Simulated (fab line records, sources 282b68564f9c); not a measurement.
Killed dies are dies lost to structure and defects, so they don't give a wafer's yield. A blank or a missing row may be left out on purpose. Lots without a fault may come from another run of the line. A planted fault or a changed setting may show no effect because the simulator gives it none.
Split-lot experiment | flow rit_cmos | 5 lots, 23 wafers read, on a route of 202 steps

THE SPLIT
At RIT_FOX1_OXIDATION_00 (target thk 350.7 nm, ox time 1130 s), the setting temp_c was moved away from the recipe's 1100 C on 15 of the 23 wafers read, by -2.1% to +2.3%. The other wafers ran this setting at the recipe's value.

The file shows no step between the split and the reading.

THE READING
FOX1_OXIDE_THK, in nm, at RIT_FOX1_THK_MEAS_01. Fault-free wafers of this fab line usually give 350 nm, standard deviation 5.1 nm.

wafer  | tool, chamber at the split | temp_c as run, C | against the recipe | FOX1_OXIDE_THK, nm | against lot-mates on the recipe
L074.1 | -, -                       | 1100             | recipe             | 352                | -
L074.2 | -, -                       | 1100             | recipe             | 354                | -
L074.3 | -, -                       | 1100             | recipe             | 352                | -
L074.5 | -, -                       | 1100             | recipe             | 353                | -
L074.6 | -, -                       | 1100             | recipe             | 354                | -
L076.1 | -, -                       | 1109             | +0.8%              | 369                | no lot-mate on the recipe
L076.2 | -, -                       | 1109             | +0.8%              | 364                | no lot-mate on the recipe
L076.3 | -, -                       | 1109             | +0.8%              | 366                | no lot-mate on the recipe
L076.5 | -, -                       | 1109             | +0.8%              | 364                | no lot-mate on the recipe
L076.6 | -, -                       | 1109             | +0.8%              | 369                | no lot-mate on the recipe
L077.2 | furnace-03, 0              | 1100             | recipe             | 345                | -
L077.4 | furnace-03, 0              | 1100             | recipe             | 351                | -
L077.5 | furnace-03, 0              | 1100             | recipe             | 351                | -
L079.2 | -, -                       | 1077             | -2.1%              | 308                | no lot-mate on the recipe
L079.3 | -, -                       | 1077             | -2.1%              | 312                | no lot-mate on the recipe
L079.4 | -, -                       | 1077             | -2.1%              | 309                | no lot-mate on the recipe
L079.5 | -, -                       | 1077             | -2.1%              | 310                | no lot-mate on the recipe
L079.6 | -, -                       | 1077             | -2.1%              | 310                | no lot-mate on the recipe
L083.1 | -, -                       | 1125             | +2.3%              | 381                | no lot-mate on the recipe
L083.2 | -, -                       | 1125             | +2.3%              | 380                | no lot-mate on the recipe
L083.3 | -, -                       | 1125             | +2.3%              | 383                | no lot-mate on the recipe
L083.4 | -, -                       | 1125             | +2.3%              | 385                | no lot-mate on the recipe
L083.6 | -, -                       | 1125             | +2.3%              | 386                | no lot-mate on the recipe

THE FIT
A straight line over all 23 wafers: FOX1_OXIDE_THK changes by +17 nm for each +1% of temp_c; r = +0.99; the points scatter about the line by 4.4 nm.
Too few moved wafers have a lot-mate on the recipe to fit a line with each lot's own level taken away.

THE WHOLE CHAIN: every reading that the file lists as answering this split, in the file's order
step                  | what it does                        | reading                                                                           | change (the file's fit)              | r (the file's)
RIT_FOX1_OXIDATION_00 | target thk 350.7 nm, ox time 1130 s | SiO2_of_FOX1_OXIDATION_00.thk_nm (the simulator's own value, which no gauge read) | +17.1 nm for each +1% of the setting | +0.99
RIT_FOX1_THK_MEAS_01  |                                     | FOX1_OXIDE_THK                                                                    | +17.1 for each +1% of the setting    | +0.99

THE FILE'S OWN FIT
FOX1_OXIDE_THK changes by +17.1 nm for each +1% of temp_c, r = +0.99.
